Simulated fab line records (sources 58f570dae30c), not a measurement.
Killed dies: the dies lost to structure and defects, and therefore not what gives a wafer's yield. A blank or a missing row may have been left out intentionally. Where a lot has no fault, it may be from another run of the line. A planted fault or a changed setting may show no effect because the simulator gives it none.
Which tool is to blame? :: flow berkeleyCmos170 :: Sampling: 7 lots, 21 wafers, 2 of 331 route steps

== WHAT THE GAUGES SHOWED, per wafer ==
UCB170_PWELL_THK_MEAS_06.
lot: L301
measured: day 4 02:27
on: filmMetro-04
PWELL_NITRIDE_THK (nm): 221.5 221.0 222.8

lot: L304
measured: day 4 20:11
on: filmMetro-03
PWELL_NITRIDE_THK (nm): 216.1 215.9 216.5

lot: L307
measured: day 5 04:16
on: filmMetro-01
PWELL_NITRIDE_THK (nm): 222.3 220.2 221.1

lot: L311
measured: day 6 02:26
on: filmMetro-03
PWELL_NITRIDE_THK (nm): 225.0 224.2 222.8

lot: L314
measured: day 6 19:22
on: filmMetro-01
PWELL_NITRIDE_THK (nm): 220.0 218.7 221.7

lot: L316
measured: day 6 23:55
on: filmMetro-04
PWELL_NITRIDE_THK (nm): 216.7 215.6 217.2

lot: L319
measured: day 8 02:10
on: filmMetro-01
PWELL_NITRIDE_THK (nm): 220.4 219.9 220.7

== TOOL THAT RAN EACH LOT (tool first, then ch and the chambers of the sampled wafers, then the start) ==
lot: L301
UCB170_ZERO_ETCH_06: rieDiel-01 ch 0,1,2, day 2 19:25

lot: L304
UCB170_ZERO_ETCH_06: rieDiel-03 ch 1,3, day 3 07:02

lot: L307
UCB170_ZERO_ETCH_06: rieDiel-01 ch 0,1,3, day 3 22:43

lot: L311
UCB170_ZERO_ETCH_06: rieDiel-02 ch 0,1,2, day 4 22:53

lot: L314
UCB170_ZERO_ETCH_06: rieDiel-03 ch 0,1,2, day 5 10:20

lot: L316
UCB170_ZERO_ETCH_06: rieDiel-02 ch 1,2,3, day 5 18:07

lot: L319
UCB170_ZERO_ETCH_06: rieDiel-02 ch 1,2, day 6 13:38
- UCB170_ZERO_ETCH_06: etches SiO2 in CHF3/CF4/Ar, time 12 s.

== THE ANSWER, worked out from the rows above alone ==
Rule: usual is defined by the lots themselves. Put in order of their means at a reading, lots are off if they are a third of the lots or fewer, leave a main group of 4 or more, and stand apart from it by a gap of 3 or more times the standard deviation of the main group's means; of several such gaps the widest counts. A main group is skipped when, at the precision printed for the reading in the tables above, its means are all equal. Also off: a lot with no number at a reading for which 4 or more lots have one. Any other lot the step has rows for is counted as sound.
No lot is off at any reading shown: from this, nothing can be told.

== WHAT THE SIMULATOR PUT IN ==
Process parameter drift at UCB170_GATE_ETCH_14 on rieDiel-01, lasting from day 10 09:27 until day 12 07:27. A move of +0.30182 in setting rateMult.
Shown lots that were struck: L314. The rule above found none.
